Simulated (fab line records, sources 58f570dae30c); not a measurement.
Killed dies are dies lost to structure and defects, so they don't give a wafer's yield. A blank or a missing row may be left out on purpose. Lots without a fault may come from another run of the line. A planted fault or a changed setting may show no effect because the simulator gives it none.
fab line records | flow berkeley_cmos170
record lots=5 wafers=15 last_day=11
route steps=331 shown SCREENOX@103 NVT@104 PVT@115 GATE@125 FIELD@126 PLDD@145
lots that met no fault: from a run of the same line without faults
start_h: hours from the record's first day to the start of the lot's first wafer shown | wait_h: hours since the lot's step before | " the same as in the row above | L1.1+2: a row that stands for several wafers | - no value, or no start given | * or withheld: withheld | < > ~ a bound
route shown NAME@n: a module of which the file shows steps, and the number in the route of the first | usual: mean/standard deviation of fault-free wafers | same: alike in all rows | chamber/n: place in a boat | sites: the reading at each site | _std_site: their standard deviation | _edge_site: outer sites' mean less inner sites' | radius_mm: how far each site lies from the wafer's centre | mask NAME#n: copy n | behind: the tool/chamber that last shaped the wafer | hold: why the lot was held/for how many hours/how that ended | device: the transistor (n, p or np) that didn't switch | end of line: the same wafers' tests at the end of the route | a step without rows: its recipe alone | killed: dies lost to structure and defects at the first sort, not the wafer's yield | map: a wafer's dies, x killed, . not, _ none there
set.NAME: the setting as run; set.NAME@STEP: as run at that earlier step | model.NAME: the simulator's own value behind a step, which no gauge read
lots at some steps of the route; a table a step, a row a wafer
services: from which hour (start_h, from the record's first day; less than 0 if before it) a tool's chamber was out of use, for how many hours, and why
## steps
# step UCB170_SCREENOX_ANNEAL_03
# recipe temp_c=900 time_s=900 ambient=N2
# columns lot.wafer tool chamber start_h wait_h
L074.2+5+6 furnace-04 0 114.48 4.2
L078.2+3+6 furnace-02 0 140.49 1.9
L079.1+4+6 furnace-02 0 140.49 1.9
L080.1+2+6 furnace-02 0 140.49 1.9
L088.1+3+4 furnace-02 0 205.92 6.7
# step UCB170_NVT_HMDS_00
# recipe prime_time_s=60 prime_temp_c=100
# columns lot.wafer tool chamber start_h wait_h
L074.2+5+6 litho_track-02 0 115.79 0.1
L080.1+2+6 litho_track-04 0 141.82 0.1
L079.1+4+6 litho_track-01 0 141.88 0.1
L078.2+3+6 litho_track-02 0 142.05 0.3
L088.1+3+4 litho_track-01 0 207.17 0.0
# step UCB170_NVT_COAT_01
# recipe resist=KrF spin_rpm=1500 resist_thk_nm=900
# columns lot.wafer tool chamber start_h wait_h
L074.2+5+6 litho_track-02 0 115.94 0.1
L080.1+2+6 litho_track-04 0 141.97 0.1
L079.1+4+6 litho_track-01 0 142.03 0.1
L078.2+3+6 litho_track-02 0 142.20 0.1
L088.1+3+4 litho_track-01 0 207.32 0.1
# step UCB170_NVT_SOFTBAKE_02
# recipe resist=KrF temp_c=130 time_s=60
# columns lot.wafer tool chamber start_h wait_h
L074.2+5+6 litho_track-02 0 116.09 0.1
L080.1+2+6 litho_track-04 0 142.12 0.1
L079.1+4+6 litho_track-01 0 142.18 0.1
L078.2+3+6 litho_track-02 0 142.35 0.1
L088.1+3+4 litho_track-01 0 207.47 0.1
# step UCB170_NVT_EXPOSE_03
# recipe mask_id=PWELL target_cd_nm=3000 na=0.5 sigma_outer=0.6 source_shape=conventional dose_mj=30
# usual exposure_dose_mJ_cm2=30.001/0.03
# same sigma_outer=0.6
# columns lot.wafer tool chamber start_h wait_h mask exposure_dose_mJ_cm2
L074.2 krf_scanner-01 0 116.44 0.3 PWELL#0 29.980
L074.5 " 0 " " PWELL#0 30.009
L074.6 " 0 " " PWELL#0 29.982
L080.1 krf_scanner-02 0 142.39 0.2 PWELL#0 30.032
L080.2 " 0 " " PWELL#0 29.987
L080.6 " 0 " " PWELL#0 30.032
L079.1 krf_scanner-01 0 142.63 0.4 PWELL#0 30.006
L079.4 " 0 " " PWELL#0 30.017
L079.6 " 0 " " PWELL#0 29.977
L078.2 krf_scanner-01 0 142.77 0.4 PWELL#0 30.042
L078.3 " 0 " " PWELL#0 30.019
L078.6 " 0 " " PWELL#0 30.005
L088.1 krf_scanner-02 0 207.86 0.4 PWELL#0 30.012
L088.3 " 0 " " PWELL#0 29.972
L088.4 " 0 " " PWELL#0 29.964
# step UCB170_NVT_PEB_04
# recipe peb_temp_c=130 peb_time_s=withheld resist=KrF
# columns lot.wafer tool chamber start_h wait_h
L074.2+5+6 litho_track-02 0 116.69 0.2
L080.1+2+6 litho_track-04 0 142.72 0.3
L079.1+4+6 litho_track-01 0 142.88 0.2
L078.2+3+6 litho_track-01 0 143.18 0.4
L088.1+3+4 litho_track-04 0 207.97 0.1
# step UCB170_NVT_DEVELOP_05
# recipe developer=TMAH develop_time_s=45 resist=KrF dev_temp_c=21
# columns lot.wafer tool chamber start_h wait_h
L074.2+5+6 litho_track-02 0 - -
L080.1+2+6 litho_track-04 0 - -
L079.1+4+6 litho_track-01 0 - -
L078.2+3+6 litho_track-01 0 - -
L088.1+3+4 litho_track-04 0 - -
# step UCB170_NVT_OVL_MEAS_06
# usual NVT_OVL=5/5
# columns lot.wafer tool chamber start_h wait_h NVT_OVL[nm]
L074.2 overlay-02 - 116.94 - 0
L074.5 " - " " 1
L074.6 " - " " -4
L080.1 overlay-01 - 142.99 - 13
L080.2 " - " " 7
L080.6 " - " " 8
L079.1 overlay-01 - 143.16 - 3
L079.4 " - " " 1
L079.6 " - " " 1
L078.2 overlay-02 - 143.44 - 3
L078.3 " - " " -2
L078.6 " - " " 4
L088.1 overlay-02 - 208.25 - 2
L088.3 " - " " 1
L088.4 " - " " -1
# step UCB170_NVT_IMPLANT_07
# recipe species=BF2 dose_cm2=3e+12 energy_kev=50 tilt_deg=7
# usual tilt_deg=7.006/0.018
# columns lot.wafer tool chamber start_h wait_h tilt_deg
L074.2 implanter-04 0 117.00 0.0 7.033
L074.5 " 0 " " 7.042
L074.6 " 0 " " 7.027
L080.1 implanter-04 0 143.03 0.0 7.013
L080.2 " 0 " " 7.016
L080.6 " 0 " " 7.029
L079.1 implanter-03 0 143.19 0.0 6.969
L079.4 " 0 " " 6.997
L079.6 " 0 " " 7.000
L078.2 implanter-03 0 143.49 0.0 6.977
L078.3 " 0 " " 7.022
L078.6 " 0 " " 7.005
L088.1 implanter-03 0 208.28 0.0 7.021
L088.3 " 0 " " 6.995
L088.4 " 0 " " 7.034
# step UCB170_NVT_STRIP_08
# recipe chemistry=O2 power_w=400 pressure_mtorr=3500 platen_temp_c=withheld o2_flow_sccm=400 overash_fraction=0.5
# usual drypump_motor_current_A=6.1/0.36 oes_product_au=0.735/0.0041 strip_time_to_endpoint_s=21.62/0.059
# columns lot.wafer tool chamber start_h wait_h drypump_motor_current_A oes_product_au rf_hours_counter_h strip_time_to_endpoint_s
L074.2 plasma_asher-04 1 117.12 0.1 5.5 0.735 42 21.51
L074.5 " 1 " " 5.5 0.737 - 21.56
L074.6 " 0 " " 6.4 0.740 - 21.61
L080.1 plasma_asher-04 1 143.18 0.1 5.5 0.728 43 21.60
L080.2 " 0 " " 6.4 0.738 43 21.55
L080.6 " 0 " " 6.4 0.737 - 21.67
L079.1 plasma_asher-02 1 143.34 0.1 6.1 0.738 44 21.54
L079.4 " 0 " " 6.4 0.726 - 21.55
L079.6 " 0 " " 6.4 0.735 - 21.56
L078.2 plasma_asher-02 0 143.62 0.1 6.4 0.730 44 21.68
L078.3 " 0 " " 6.4 0.733 - 21.74
L078.6 " 1 " " 6.1 0.728 - 21.76
L088.1 plasma_asher-04 1 208.43 0.1 5.5 0.740 50 21.65
L088.3 " 1 " " 5.5 0.730 - 21.68
L088.4 " 0 " " 6.4 0.734 - 21.68
# step UCB170_NVT_TW_MEAS_09
# usual NVT_TW=522/5.4
# columns lot.wafer tool chamber start_h wait_h NVT_TW
L074.2 film_metro-01 - 117.23 0.1 512
L074.5 " - " " 515
L074.6 " - " " 514
L080.1 film_metro-03 - 143.30 0.1 523
L080.2 " - " " 522
L080.6 " - " " 521
L079.1 film_metro-01 - 143.44 0.1 516
L079.4 " - " " 518
L079.6 " - " " 518
L078.2 film_metro-01 - 143.73 0.1 518
L078.3 " - " " 517
L078.6 " - " " 516
L088.1 film_metro-01 - 208.53 0.1 515
L088.3 " - " " 517
L088.4 " - " " 518
# step UCB170_NVT_CLEAN_10
# recipe chemistry=SPM temp_c=120 time_s=600
# columns lot.wafer tool chamber start_h wait_h
L074.2+5+6 wet_bench-02 3 117.71 0.5
L078.2+3+6 wet_bench-01 2 144.59 0.9
L079.1+4+6 wet_bench-01 0 144.59 1.1
L080.1+2+6 wet_bench-01 2 144.59 1.3
L088.1+3+4 wet_bench-02 0 208.90 0.4
# step UCB170_PVT_HMDS_00
# recipe prime_time_s=60 prime_temp_c=100
# columns lot.wafer tool chamber start_h wait_h
L074.2+5+6 litho_track-03 0 118.25 0.3
L080.1+2+6 litho_track-01 0 144.79 0.0
L078.2+3+6 litho_track-03 0 144.95 0.2
L079.1+4+6 litho_track-04 0 145.02 0.2
L088.1+3+4 litho_track-04 0 209.16 0.1
# step UCB170_PVT_COAT_01
# recipe resist=KrF spin_rpm=1500 resist_thk_nm=900
# columns lot.wafer tool chamber start_h wait_h
L074.2+5+6 litho_track-03 0 118.40 0.1
L080.1+2+6 litho_track-01 0 144.94 0.1
L078.2+3+6 litho_track-03 0 145.10 0.1
L079.1+4+6 litho_track-04 0 145.17 0.1
L088.1+3+4 litho_track-04 0 209.31 0.1
# step UCB170_PVT_SOFTBAKE_02
# recipe resist=KrF temp_c=130 time_s=60
# columns lot.wafer tool chamber start_h wait_h
L074.2+5+6 litho_track-03 0 118.55 0.1
L080.1+2+6 litho_track-01 0 145.09 0.1
L078.2+3+6 litho_track-03 0 145.25 0.1
L079.1+4+6 litho_track-04 0 145.32 0.1
L088.1+3+4 litho_track-04 0 209.46 0.1
# step UCB170_PVT_EXPOSE_03
# recipe mask_id=NWELL target_cd_nm=3000 na=0.5 sigma_outer=0.6 source_shape=conventional dose_mj=30
# usual exposure_dose_mJ_cm2=29.988/0.029
# same sigma_outer=0.6
# columns lot.wafer tool chamber start_h wait_h mask exposure_dose_mJ_cm2
L074.2 krf_scanner-01 0 118.70 0.1 NWELL#0 29.995
L074.5 " 0 " " NWELL#0 29.978
L074.6 " 0 " " NWELL#0 29.945
L080.1 krf_scanner-01 0 145.27 0.2 NWELL#0 29.993
L080.2 " 0 " " NWELL#0 30.014
L080.6 " 0 " " NWELL#0 29.986
L078.2 krf_scanner-01 0 145.52 0.2 NWELL#0 30.017
L078.3 " 0 " " NWELL#0 30.024
L078.6 " 0 " " NWELL#0 29.992
L079.1 krf_scanner-01 0 145.62 0.3 NWELL#0 29.975
L079.4 " 0 " " NWELL#0 30.026
L079.6 " 0 " " NWELL#0 30.004
L088.1 krf_scanner-01 0 209.88 0.4 NWELL#0 30.026
L088.3 " 0 " " NWELL#0 30.012
L088.4 " 0 " " NWELL#0 30.028
# step UCB170_PVT_PEB_04
# recipe peb_temp_c=130 peb_time_s=withheld resist=KrF
# columns lot.wafer tool chamber start_h wait_h
L074.2+5+6 litho_track-01 0 119.10 0.4
L080.1+2+6 litho_track-01 0 145.69 0.4
L078.2+3+6 litho_track-03 0 145.85 0.3
L079.1+4+6 litho_track-03 0 146.10 0.5
L088.1+3+4 litho_track-03 0 210.07 0.2
# step UCB170_PVT_DEVELOP_05
# recipe developer=TMAH develop_time_s=45 resist=KrF dev_temp_c=21
# columns lot.wafer tool chamber start_h wait_h
L074.2+5+6 litho_track-01 0 - -
L080.1+2+6 litho_track-01 0 - -
L078.2+3+6 litho_track-03 0 - -
L079.1+4+6 litho_track-03 0 - -
L088.1+3+4 litho_track-03 0 - -
# step UCB170_PVT_OVL_MEAS_06
# usual PVT_OVL=4/8.3
# columns lot.wafer tool chamber start_h wait_h PVT_OVL[nm]
L074.2 overlay-01 - 119.35 - 12
L074.5 " - " " 3
L074.6 " - " " 17
L080.1 overlay-02 - 145.96 - 15
L080.2 " - " " 5
L080.6 " - " " 3
L078.2 overlay-01 - 146.11 - -4
L078.3 " - " " 6
L078.6 " - " " -4
L079.1 overlay-01 - 146.38 - 16
L079.4 " - " " 3
L079.6 " - " " 1
L088.1 overlay-02 - 210.37 - 3
L088.3 " - " " -1
L088.4 " - " " 10
# step UCB170_PVT_IMPLANT_07
# recipe species=P dose_cm2=2e+12 energy_kev=30 tilt_deg=7
# usual tilt_deg=7.003/0.018
# columns lot.wafer tool chamber start_h wait_h tilt_deg
L074.2 implanter-01 0 119.41 0.0 7.027
L074.5 " 0 " " 7.014
L074.6 " 0 " " 7.010
L080.1 implanter-01 0 146.00 0.0 6.989
L080.2 " 0 " " 6.985
L080.6 " 0 " " 6.996
L078.2 implanter-04 0 146.16 0.0 6.990
L078.3 " 0 " " 7.000
L078.6 " 0 " " 7.038
L079.1 implanter-03 0 146.41 0.0 6.997
L079.4 " 0 " " 7.011
L079.6 " 0 " " 7.016
L088.1 implanter-03 0 210.41 0.0 7.026
L088.3 " 0 " " 7.008
L088.4 " 0 " " 7.019
# step UCB170_PVT_STRIP_08
# recipe chemistry=O2 power_w=400 pressure_mtorr=3500 platen_temp_c=withheld o2_flow_sccm=400 overash_fraction=0.5
# usual drypump_motor_current_A=5.8/0.36 oes_product_au=0.734/0.0044 strip_time_to_endpoint_s=21.61/0.06
# columns lot.wafer tool chamber start_h wait_h drypump_motor_current_A oes_product_au rf_hours_counter_h strip_time_to_endpoint_s
L074.2 plasma_asher-01 0 119.53 0.1 6.2 0.740 31 21.62
L074.5 " 1 " " 5.5 0.740 - 21.62
L074.6 " 0 " " 6.2 0.740 - 21.66
L080.1 plasma_asher-03 1 146.15 0.1 5.5 0.735 4 21.56
L080.2 " 0 " " 5.8 0.734 4 21.63
L080.6 " 0 " " 5.8 0.733 - 21.55
L078.2 plasma_asher-04 1 146.29 0.1 5.5 0.734 43 21.73
L078.3 " 0 " " 6.4 0.740 - 21.64
L078.6 " 1 " " 5.5 0.732 - 21.71
L079.1 plasma_asher-03 1 146.56 0.1 5.4 0.738 4 21.54
L079.4 " 0 " " 5.9 0.730 - 21.60
L079.6 " 1 " " 5.4 0.732 - 21.59
L088.1 plasma_asher-01 0 210.56 0.1 6.2 0.736 41 21.62
L088.3 " 0 " " 6.2 0.733 - 21.65
L088.4 " 1 " " 5.5 0.726 - 21.64
# step UCB170_PVT_TW_MEAS_09
# usual PVT_TW=505/5.7
# columns lot.wafer tool chamber start_h wait_h PVT_TW
L074.2 film_metro-02 - 119.64 0.1 514
L074.5 " - " " 512
L074.6 " - " " 513
L080.1 film_metro-04 - 146.25 0.1 500
L080.2 " - " " 502
L080.6 " - " " 500
L078.2 film_metro-01 - 146.40 0.1 501
L078.3 " - " " 501
L078.6 " - " " 500
L079.1 film_metro-02 - 146.66 0.1 514
L079.4 " - " " 512
L079.6 " - " " 510
L088.1 film_metro-01 - 210.66 0.1 498
L088.3 " - " " 502
L088.4 " - " " 502
# step UCB170_GATE_WET_ETCH_00
# recipe chemistry=dHF dilution=25:1 target=SiO2 temp_c=25 time_s=200
# columns lot.wafer tool chamber start_h wait_h
L074.2+5+6 wet_bench-03 2 119.89 0.2
L080.1+2+6 wet_bench-04 0 146.31 0.1
L078.2+3+6 wet_bench-04 2 146.45 0.0
L079.1+4+6 wet_bench-03 2 146.72 0.1
L088.1+3+4 wet_bench-03 0 210.72 0.1
# step UCB170_FIELD_THK_MEAS_91
# recipe reads=SiO2_of_FIELD_OXIDATION_01
# usual FIELD_OXIDE_LEFT_2_THK=356/8.8
# columns lot.wafer tool chamber start_h wait_h FIELD_OXIDE_LEFT_2_THK[nm]
L074.2 film_metro-02 - 119.97 0.0 353
L074.5 " - " " 348
L074.6 " - " " 349
L080.1 film_metro-02 - 146.37 0.0 365
L080.2 " - " " 362
L080.6 " - " " 358
L078.2 film_metro-04 - 146.52 0.0 357
L078.3 " - " " 349
L078.6 " - " " 359
L079.1 film_metro-01 - 146.79 0.0 351
L079.4 " - " " 359
L079.6 " - " " 366
L088.1 film_metro-04 - 210.80 0.0 360
L088.3 " - " " 364
L088.4 " - " " 353
# step UCB170_GATE_OXIDATION_01
# recipe temp_c=850 ambient=O2 target_thk_a=66 ox_time_s=1800
# columns lot.wafer tool chamber start_h wait_h
L074.2+5+6 furnace-02 0 122.02 2.0
L078.2+3+6 furnace-01 0 151.58 5.0
L079.1+4+6 furnace-01 0 151.58 4.8
L080.1+2+6 furnace-01 0 151.58 5.2
L088.1+3+4 furnace-02 0 215.61 4.8
# step UCB170_GATE_THK_MEAS_02
# recipe reads=SiO2_of_GATE_OXIDATION_01
# usual GATE_OXIDE_THK=6.64/0.11
# columns lot.wafer tool chamber start_h wait_h GATE_OXIDE_THK[nm]
L074.2 film_metro-04 - 123.53 0.0 6.73
L074.5 " - " " 6.67
L074.6 " - " " 6.68
L080.1 film_metro-03 - 153.08 0.0 6.51
L080.2 " - " " 6.65
L080.6 " - " " 6.64
L078.2 film_metro-04 - 153.09 0.0 6.59
L078.3 " - " " 6.54
L078.6 " - " " 6.49
L079.1 film_metro-01 - 153.10 0.0 6.69
L079.4 " - " " 6.68
L079.6 " - " " 6.84
L088.1 film_metro-01 - 217.11 0.0 6.73
L088.3 " - " " 6.69
L088.4 " - " " 6.74
# step UCB170_GATE_ANNEAL_03
# recipe temp_c=900 time_s=1800 ambient=N2
# columns lot.wafer tool chamber start_h wait_h
L074.2+5+6 furnace-01 0 126.75 3.2
L078.2+3+6 furnace-04 0 156.28 3.2
L079.1+4+6 furnace-04 0 156.28 3.2
L080.1+2+6 furnace-04 0 156.28 3.2
L088.1+3+4 furnace-04 0 220.65 3.5
# step UCB170_GATE_CVD_04
# recipe material=poly-Si temp_c=610 precursor=SiH4 time_s=1440 pressure_mtorr=375 target_thk_nm=214 sih4_flow_sccm=120
# columns lot.wafer tool chamber start_h wait_h
L074.2+5+6 lpcvd-01 0 129.81 1.6
L078.2+3+6 lpcvd-02 1 158.19 0.4
L079.1+4+6 lpcvd-02 0 158.19 0.4
L080.1+2+6 lpcvd-02 0 158.19 0.4
L088.1+3+4 lpcvd-01 1 222.15 0.0
# step UCB170_GATE_THK_MEAS_05
# recipe reads=poly-Si_of_GATE_CVD_04
# usual GATE_POLY_THK=213.9/2.1
# columns lot.wafer tool chamber start_h wait_h GATE_POLY_THK[nm]
L074.2 film_metro-01 - 131.22 0.0 212.2
L074.5 " - " " 212.5
L074.6 " - " " 212.8
L080.1 film_metro-01 - 159.59 0.0 216.7
L080.2 " - " " 215.9
L080.6 " - " " 214.8
L078.2 film_metro-03 - 159.60 0.0 212.7
L078.3 " - " " 213.7
L078.6 " - " " 214.5
L079.1 film_metro-03 - 159.65 0.1 213.9
L079.4 " - " " 214.2
L079.6 " - " " 214.0
L088.1 film_metro-03 - 223.55 0.0 216.9
L088.3 " - " " 215.3
L088.4 " - " " 214.6
# step UCB170_GATE_COAT_06
# recipe resist=BARC temp_c=withheld time_s=withheld spin_rpm=3000 resist_thk_nm=withheld
# columns lot.wafer tool chamber start_h wait_h
L074.2+5+6 litho_track-02 0 131.48 0.3
L078.2+3+6 litho_track-03 0 159.68 0.1
L080.1+2+6 litho_track-02 0 159.91 0.3
L079.1+4+6 litho_track-01 0 159.97 0.3
L088.1+3+4 litho_track-02 0 223.61 0.1
# step UCB170_GATE_COAT_07
# recipe resist=KrF spin_rpm=1500 resist_thk_nm=900
# columns lot.wafer tool chamber start_h wait_h
L074.2+5+6 litho_track-02 0 - -
L078.2+3+6 litho_track-03 0 - -
L080.1+2+6 litho_track-02 0 - -
L079.1+4+6 litho_track-01 0 - -
L088.1+3+4 litho_track-02 0 - -
# step UCB170_GATE_SOFTBAKE_08
# recipe resist=KrF temp_c=130 time_s=60
# columns lot.wafer tool chamber start_h wait_h
L074.2+5+6 litho_track-02 0 - -
L078.2+3+6 litho_track-03 0 - -
L080.1+2+6 litho_track-02 0 - -
L079.1+4+6 litho_track-01 0 - -
L088.1+3+4 litho_track-02 0 - -
# step UCB170_GATE_EXPOSE_09
# recipe mask_id=POLY target_cd_nm=350 na=0.5 sigma_outer=0.6 source_shape=conventional dose_mj=21
# usual exposure_dose_mJ_cm2=20.991/0.019
# same sigma_outer=0.6
# columns lot.wafer tool chamber start_h wait_h mask exposure_dose_mJ_cm2
L074.2 krf_scanner-01 0 132.23 - POLY#0 21.000
L074.5 " 0 " " POLY#0 20.977
L074.6 " 0 " " POLY#0 20.981
L078.2 krf_scanner-02 0 160.17 - POLY#0 21.018
L078.3 " 0 " " POLY#0 20.961
L078.6 " 0 " " POLY#0 20.957
L080.1 krf_scanner-01 0 160.49 - POLY#0 20.996
L080.2 " 0 " " POLY#0 21.025
L080.6 " 0 " " POLY#0 20.985
L079.1 krf_scanner-02 0 160.73 - POLY#0 20.985
L079.4 " 0 " " POLY#0 21.022
L079.6 " 0 " " POLY#0 20.970
L088.1 krf_scanner-02 0 224.19 - POLY#0 20.989
L088.3 " 0 " " POLY#0 21.007
L088.4 " 0 " " POLY#0 20.979
# step UCB170_GATE_PEB_10
# recipe peb_temp_c=130 peb_time_s=withheld resist=KrF
# columns lot.wafer tool chamber start_h wait_h
L074.2+5+6 litho_track-02 0 132.66 0.4
L078.2+3+6 litho_track-02 0 160.84 0.6
L080.1+2+6 litho_track-01 0 160.87 0.4
L079.1+4+6 litho_track-03 0 160.88 0.1
L088.1+3+4 litho_track-02 0 224.31 0.1
# step UCB170_GATE_DEVELOP_11
# recipe developer=TMAH develop_time_s=45 resist=KrF dev_temp_c=21
# columns lot.wafer tool chamber start_h wait_h
L074.2+5+6 litho_track-02 0 - -
L078.2+3+6 litho_track-02 0 - -
L080.1+2+6 litho_track-01 0 - -
L079.1+4+6 litho_track-03 0 - -
L088.1+3+4 litho_track-02 0 - -
# step UCB170_GATE_CD_MEAS_12
# recipe target_cd_nm=350
# usual cd_nm=349.3/1.6
# columns lot.wafer tool chamber start_h wait_h cd_nm
L074.2 cd_sem-02 - 132.93 - 350.8
L074.5 " - " " 350.7
L074.6 " - " " 349.6
L078.2 cd_sem-02 - 161.11 - 349.8
L078.3 " - " " 347.0
L078.6 " - " " 348.1
L080.1 cd_sem-01 - 161.14 - 349.8
L080.2 " - " " 349.8
L080.6 " - " " 349.4
L079.1 cd_sem-02 - 161.21 - 350.0
L079.4 " - " " 350.5
L079.6 " - " " 349.9
L088.1 cd_sem-02 - 224.58 - 350.7
L088.3 " - " " 350.7
L088.4 " - " " 350.9
# step UCB170_GATE_OVL_MEAS_13
# usual GATE_OVL=1/4.5
# columns lot.wafer tool chamber start_h wait_h GATE_OVL[nm]
L074.2 overlay-02 - 133.03 0.1 -5
L074.5 " - " " 7
L074.6 " - " " 8
L078.2 overlay-02 - 161.21 0.1 -6
L078.3 " - " " -1
L078.6 " - " " 3
L080.1 overlay-01 - 161.26 0.1 2
L080.2 " - " " 2
L080.6 " - " " 6
L079.1 overlay-02 - 161.33 0.1 -2
L079.4 " - " " 3
L079.6 " - " " -4
L088.1 overlay-01 - 224.70 0.1 -2
L088.3 " - " " 1
L088.4 " - " " -6
# step UCB170_GATE_ETCH_14
# recipe chemistry=N2/H2 target_depth_a=withheld overetch_a=withheld target=BARC time_s=withheld source_w=500 bias_w=100 pressure_mtorr=30 n2_flow_sccm=100 h2_flow_sccm=200
# usual bias_w=100.0/0.3 drypump_motor_current_A=5.7/0.49 oes_product_au=1.004/0.021 throttle_valve_pct=13.36/0.16
# columns lot.wafer tool chamber start_h wait_h bias_w drypump_motor_current_A oes_product_au throttle_valve_pct
L074.2 rie_diel-04 2 133.06 0.0 100.0 6.5 0.988 13.14
L074.5 " 1 " " 100.0 6.1 1.007 13.49
L074.6 " 0 " " 99.8 6.2 0.982 13.37
L078.2 rie_diel-03 3 161.24 0.0 99.8 5.8 1.025 13.60
L078.3 " 0 " " 99.8 6.3 0.981 13.29
L078.6 " 1 " " 99.8 5.1 0.988 13.47
L080.1 rie_diel-04 3 161.30 0.0 100.1 4.9 1.050 13.57
L080.2 " 0 " " 99.6 6.2 0.986 13.37
L080.6 " 2 " " 100.6 6.5 0.984 13.15
L079.1 rie_diel-01 1 161.36 0.0 99.8 5.8 1.031 13.35
L079.4 " 0 " " 99.7 6.1 0.998 13.34
L079.6 " 1 " " 100.1 5.8 1.029 13.35
L088.1 rie_diel-01 1 224.74 0.0 100.0 5.8 1.038 13.35
L088.3 " 2 " " 100.1 5.5 1.029 13.04
L088.4 " 0 " " 99.5 6.1 1.010 13.33
# step UCB170_GATE_ETCH_15
# recipe chemistry=HBr/Cl2 target=poly-Si stop_on=SiO2 over_etch_frac=0.3 icp_w=300 bias_w=150 time_s=56.3 pressure_mtorr=15 HBr_flow_sccm=150 Cl2_flow_sccm=50 target_depth_a=2782
# usual bias_w=150.0/0.43 drypump_motor_current_A=5.6/0.49 oes_product_au=0.831/0.016 throttle_valve_pct=26.24/0.24
# same over_etch_frac=0.3
# columns lot.wafer tool chamber start_h wait_h bias_w drypump_motor_current_A oes_product_au rf_hours_counter_h throttle_valve_pct
L074.2 rie_si-01 0 133.11 - 149.6 6.3 0.844 1 26.27
L074.5 " 2 " " 149.7 5.1 0.842 - 26.10
L074.6 " 1 " " 149.8 5.8 0.809 - 26.29
L078.2 rie_si-02 1 161.29 - 149.4 5.4 0.827 86 26.31
L078.3 " 0 " " 149.1 6.4 0.844 34 26.03
L078.6 " 1 " " 149.5 5.4 0.824 - 26.32
L080.1 rie_si-01 0 161.34 - 149.7 6.3 0.843 1 26.27
L080.2 " 2 " " 148.8 5.0 0.847 0 26.12
L080.6 " 3 " " 149.3 5.3 0.832 - 26.04
L079.1 rie_si-02 0 161.41 - 150.9 6.5 0.839 34 26.05
L079.4 " 1 " " 150.6 5.4 0.828 86 26.30
L079.6 " 3 " " 150.3 5.1 0.839 - 26.10
L088.1 rie_si-02 3 224.78 - 150.2 5.1 0.854 2 26.09
L088.3 " 1 " " 150.6 5.4 0.836 87 26.30
L088.4 " 2 " " 149.0 5.5 0.821 0 26.84
# step UCB170_GATE_STRIP_16
# recipe chemistry=O2 power_w=400 pressure_mtorr=3500 platen_temp_c=withheld o2_flow_sccm=400 overash_fraction=0.5
# usual drypump_motor_current_A=5.9/0.36 oes_product_au=0.724/0.0042
# columns lot.wafer tool chamber start_h wait_h drypump_motor_current_A oes_product_au rf_hours_counter_h
L074.2 plasma_asher-03 0 133.15 0.0 5.8 0.724 2
L074.5 " 1 " " 5.4 0.724 -
L074.6 " 0 " " 5.9 0.722 -
L078.2 plasma_asher-03 0 161.33 0.0 5.9 0.726 5
L078.3 " 0 " " 5.9 0.720 -
L078.6 " 1 " " 5.5 0.723 -
L080.1 plasma_asher-01 0 161.39 0.0 6.2 0.718 36
L080.2 " 1 " " 5.4 0.728 36
L080.6 " 0 " " 6.2 0.720 -
L079.1 plasma_asher-03 0 161.45 0.0 5.9 0.733 5
L079.4 " 0 " " 5.9 0.727 -
L079.6 " 1 " " 5.5 0.725 -
L088.1 plasma_asher-02 0 224.83 0.0 6.4 0.729 52
L088.3 " 0 " " 6.4 0.725 -
L088.4 " 1 " " 6.2 0.722 -
# step UCB170_GATE_CD_MEAS_90
# recipe target_cd_nm=350
# usual cd_nm=349.3/1.6
# columns lot.wafer tool chamber start_h wait_h cd_nm
L074.2 cd_sem-02 - 133.27 0.1 349.6
L074.5 " - " " 351.4
L074.6 " - " " 349.3
L078.2 cd_sem-02 - 161.45 0.1 350.7
L078.3 " - " " 347.2
L078.6 " - " " 348.7
L080.1 cd_sem-01 - 161.55 0.1 349.6
L080.2 " - " " 349.5
L080.6 " - " " 348.2
L079.1 cd_sem-02 - 161.55 0.1 350.8
L079.4 " - " " 350.0
L079.6 " - " " 350.1
L088.1 cd_sem-02 - 224.93 0.1 350.9
L088.3 " - " " 350.1
L088.4 " - " " 350.9
# step UCB170_GATE_CLEAN_17
# recipe chemistry=SPM temp_c=120 time_s=600
# columns lot.wafer tool chamber start_h wait_h
L074.2+5+6 wet_bench-03 1 133.37 0.1
L078.2+3+6 wet_bench-03 2 161.55 0.1
L079.1+4+6 wet_bench-03 1 161.75 0.2
L080.1+2+6 wet_bench-03 1 161.75 0.2
L088.1+3+4 wet_bench-04 1 225.05 0.1
# step UCB170_PLDD_HMDS_00
# recipe prime_time_s=60 prime_temp_c=100
# columns lot.wafer tool chamber start_h wait_h
L074.2+5+6 litho_track-04 0 134.15 0.6
L078.2+3+6 litho_track-04 0 161.79 0.0
L080.1+2+6 litho_track-03 0 162.14 0.2
L079.1+4+6 litho_track-02 0 162.16 0.2
L088.1+3+4 litho_track-03 0 225.22 0.0
# step UCB170_PLDD_COAT_01
# recipe resist=KrF spin_rpm=1500 resist_thk_nm=900
# columns lot.wafer tool chamber start_h wait_h
L074.2+5+6 litho_track-04 0 134.30 0.1
L078.2+3+6 litho_track-04 0 161.94 0.1
L080.1+2+6 litho_track-03 0 162.29 0.1
L079.1+4+6 litho_track-02 0 162.31 0.1
L088.1+3+4 litho_track-03 0 225.37 0.1
# step UCB170_PLDD_SOFTBAKE_02
# recipe resist=KrF temp_c=130 time_s=60
# columns lot.wafer tool chamber start_h wait_h
L074.2+5+6 litho_track-04 0 134.45 0.1
L078.2+3+6 litho_track-04 0 162.09 0.1
L080.1+2+6 litho_track-03 0 162.44 0.1
L079.1+4+6 litho_track-02 0 162.46 0.1
L088.1+3+4 litho_track-03 0 225.52 0.1
## services
# columns tool chamber start_h hours kind
implanter-03 - 98.49 1.0 repair
implanter-04 - 101.83 7.0 pm
krf_scanner-01 - 102.34 1.5 repair
plasma_asher-03 - 108.81 9.0 pm
plasma_asher-02 - 109.05 6.9 pm
implanter-03 - 120.43 2.6 repair
krf_scanner-01 - 123.75 0.2 repair
plasma_asher-04 - 125.17 15.6 pm
krf_scanner-02 - 131.13 1.0 pm
implanter-03 - 137.39 4.1 repair
krf_scanner-02 - 144.84 3.6 pm
furnace-01 - 148.17 3.4 pm
krf_scanner-01 - 155.49 1.0 pm
krf_scanner-01 - 157.32 0.6 repair
krf_scanner-01 - 166.84 1.3 pm
furnace-01 - 175.20 2.7 pm
krf_scanner-02 - 175.65 8.2 repair
furnace-04 - 195.11 3.4 pm
krf_scanner-01 - 207.24 0.8 pm
krf_scanner-02 - 213.20 0.8 pm
krf_scanner-02 - 214.33 1.3 pm
krf_scanner-02 - 216.35 0.4 repair
plasma_asher-03 - 218.62 8.3 repair
krf_scanner-01 - 219.01 0.8 pm
## key
fault none
